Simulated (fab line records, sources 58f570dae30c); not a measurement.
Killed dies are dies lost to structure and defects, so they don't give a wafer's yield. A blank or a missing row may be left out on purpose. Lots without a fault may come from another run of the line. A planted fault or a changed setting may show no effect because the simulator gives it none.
A struck lot beside a sound one | flow berkeley_cmos170 | 14 steps out of a route of 331
Sound: wafers L227.2, L227.4, L227.6. Struck: wafers L231.3, L231.5, L231.6. The cause comes at the end.
At each step with rows: each side's tool, then ch and its chambers, then its first start. Under that, the readings that differ: sound wafers | struck wafers | difference of the means | sigmas: that difference in standard deviations of wafers without a fault.
alike: readings whose means differ by less than 2 such deviations, and words and numbers that are the same on both sides. not compared: withheld readings, readings that some wafer has no value for, bounds like >300 that may hide the same value, and numbers for which the record gives no deviation and whose values overlap.
The two part at a step that has a row with sigmas, a row that says differs or no value, or rows on one side only. Numbers that don't overlap but have no deviation are shown without sigmas and don't part them. A reading that every wafer of one side lacks parts them only if that side has two wafers or more.

first, 3 steps without rows for these wafers: UCB170_ACTIVE_EXPOSE_10 (exposes mask ACTIVE, target cd 1200 nm); UCB170_ACTIVE_PEB_11; UCB170_ACTIVE_DEVELOP_12 (develop time 45 s).
UCB170_ACTIVE_CD_MEAS_13: target cd 1200 nm.
  sound on cd_sem-01, day 5 03:03; struck on cd_sem-02, day 6 02:51
  alike: cd_nm
UCB170_ACTIVE_OVL_MEAS_14:
  sound on overlay-01, day 5 03:09; struck on overlay-01, day 6 02:56
  alike: ACTIVE_OVL
UCB170_ACTIVE_ETCH_15: etches Si3N4 in CH3F/Ar/O2, stops on SiO2, target depth 242 nm, time 151 s.
  sound on rie_diel-02 ch 0,2, day 5 03:11; struck on rie_diel-03 ch 1,2, day 6 02:58
  alike: CH3F_flow_sccm, drypump_motor_current_A, oes_product_au, throttle_valve_pct
  not compared: rf_hours_counter_h
UCB170_ACTIVE_STRIP_16: strips in O2.
  sound on plasma_asher-02 ch 0, day 5 03:17; struck on plasma_asher-02 ch 0,1, day 6 03:06
  alike: drypump_motor_current_A, oes_product_au, strip_time_to_endpoint_s
  not compared: rf_hours_counter_h
UCB170_ACTIVE_CD_MEAS_90: target cd 1200 nm.
  sound on cd_sem-01, day 5 03:26; struck on cd_sem-02, day 6 03:13
  alike: cd_nm
then, 4 steps without rows for these wafers: UCB170_ACTIVE_CLEAN_17 (cleans in SPM, time 600 s); UCB170_PFIELD_HMDS_00 (prime time 60 s); UCB170_PFIELD_COAT_01 (resist thk 900 nm); UCB170_PFIELD_SOFTBAKE_02 (time 60 s).
UCB170_PFIELD_EXPOSE_03: exposes mask PFIELD, target cd 1500 nm.
  sound on krf_scanner-01 ch 0, day 5 04:12; struck on krf_scanner-01, day 6 04:16
  no value came back on the struck wafers for exposure_dose_mJ_cm2, focus_offset_nm (nm); on the sound wafers exposure_dose_mJ_cm2 reads 29.96 30.00 29.95
  alike: mask
then, 1 step without rows for these wafers: UCB170_PFIELD_PEB_04.

WHERE THEY PART
Only at UCB170_PFIELD_EXPOSE_03, within this record.

WHY: what the simulator had put in
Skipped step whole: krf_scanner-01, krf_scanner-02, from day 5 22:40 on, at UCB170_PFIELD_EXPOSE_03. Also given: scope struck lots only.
